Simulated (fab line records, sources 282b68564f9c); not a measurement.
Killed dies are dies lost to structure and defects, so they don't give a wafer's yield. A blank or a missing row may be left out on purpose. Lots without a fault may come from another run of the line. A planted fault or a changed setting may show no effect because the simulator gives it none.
Problem report in the 8D (eight disciplines) form, filled by code | flow rit_cmos | the parts of the form that need people (team, actions taken, sign-off) are left out

1. THE PROBLEM
ACTIVE_OXIDE_THK at RIT_ACTIVE_THK_MEAS_02 reads a mean of 31.2 nm on 9 wafers of 3 lots; wafers without a fault read 46.5 nm with a standard deviation of 0.72. That is -21 standard deviations from the usual mean.
First seen on wafer L502.2, day 3 07:47, on film_metro-02. The record holds 42 wafers of 14 lots with a number at this step. Rule for "out", or "out of limits": more than 4 standard deviations from the usual mean. The other wafers with a number count as sound.

2. WHAT IT IS AND WHAT IT IS NOT
question                    | is                           | is not
which readings at this step | ACTIVE_OXIDE_THK             | -
which lots                  | L502, L503, L504             | L494, L495, L497, L508, L510, L511, L513, L514, L515, L516, L517
which wafers of those lots  | all that have a number       | -
read on which gauges        | film_metro-01, film_metro-02 | film_metro-03
when                        | from day 3 07:47             | up to then (9 sound wafers); but 24 sound wafers of L508, L510, L511, L513, L514, L515, L516, L517 came after

3. SUSPECTS, AND WHAT RULES EACH OUT
Counting: a tool at a process step up to the reading stays a suspect if it ran every lot that is out and no sound lot after the first of them.
- the gauge at RIT_ACTIVE_THK_MEAS_02: ruled out. The wafers that are out were read on 2 gauges (film_metro-01, film_metro-02).
- furnace-01 at RIT_ACTIVE_OXIDATION_01 (target thk 46.8 nm, ox time 3360 s): kept. It ran every lot that is out, first L502 (day 3 05:51), and no sound lot after that; its last sound lot up to then is L494 (day 1 10:28). Its own readings are out on those wafers: spike_tc_centre_C, spike_tc_load_C, spike_tc_source_C, tube_center_temp_C, tube_center_temp_C_max.
Left after counting: furnace-01 at RIT_ACTIVE_OXIDATION_01.

4. THE CAUSE (what the simulator had put in)
Process parameter drift: furnace-01, from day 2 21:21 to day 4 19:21, at RIT_ACTIVE_OXIDATION_01. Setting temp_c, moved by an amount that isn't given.
Counting left only this tool.

5. THE CHAIN OF EFFECTS, in route order
Each row: a reading whose mean over the struck wafers that have a number lies more than 3 standard deviations from the usual. Only readings for which the record gives a usual standard deviation are gone through. hours: the time from each lot's start at the first step in this table that gives one to its start at this step, as a median over the lots. sigmas: the change in usual standard deviations.
hours | step                    | reading                | usual    | on struck wafers | change | sigmas
0     | RIT_ACTIVE_OXIDATION_01 | spike_tc_centre_C      | 1001.5 C | 955.0            | -46.5  | -31
0     | RIT_ACTIVE_OXIDATION_01 | spike_tc_load_C        | 1027.4 C | 982.1            | -45.3  | -20
0     | RIT_ACTIVE_OXIDATION_01 | spike_tc_source_C      | 1025.6 C | 980.3            | -45.3  | -41
0     | RIT_ACTIVE_OXIDATION_01 | tube_center_temp_C     | 1000 C   | 955              | -45    | -99 or more
0     | RIT_ACTIVE_OXIDATION_01 | tube_center_temp_C_max | 1002.5   | 958.0            | -44.5  | -99 or more
0     | RIT_ACTIVE_OXIDATION_01 | zone_power_load_pct    | 36.1 %   | 33.3             | -2.8   | -4.2
2     | RIT_ACTIVE_THK_MEAS_02  | ACTIVE_OXIDE_THK       | 46.5 nm  | 31.2             | -15.3  | -21
The process steps in it:
- RIT_ACTIVE_OXIDATION_01: target thk 46.8 nm, ox time 3360 s.

6. WHAT WOULD HAVE CAUGHT IT SOONER
In this record the first reading out of limits at a measuring or inspecting step was taken at day 3 07:47, 10 hours after the fault began at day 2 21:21.
The tool's own readings at RIT_ACTIVE_OXIDATION_01 were out on every struck wafer that the step has a row for (spike_tc_centre_C, spike_tc_load_C, spike_tc_source_C, tube_center_temp_C, tube_center_temp_C_max): an alarm limit on them would have fired on the first of those.
Of the lots that are out (3), L503, L504 began RIT_ACTIVE_OXIDATION_01 on furnace-01 after day 3 07:47. A hold on the tool at that time would have spared those 2.
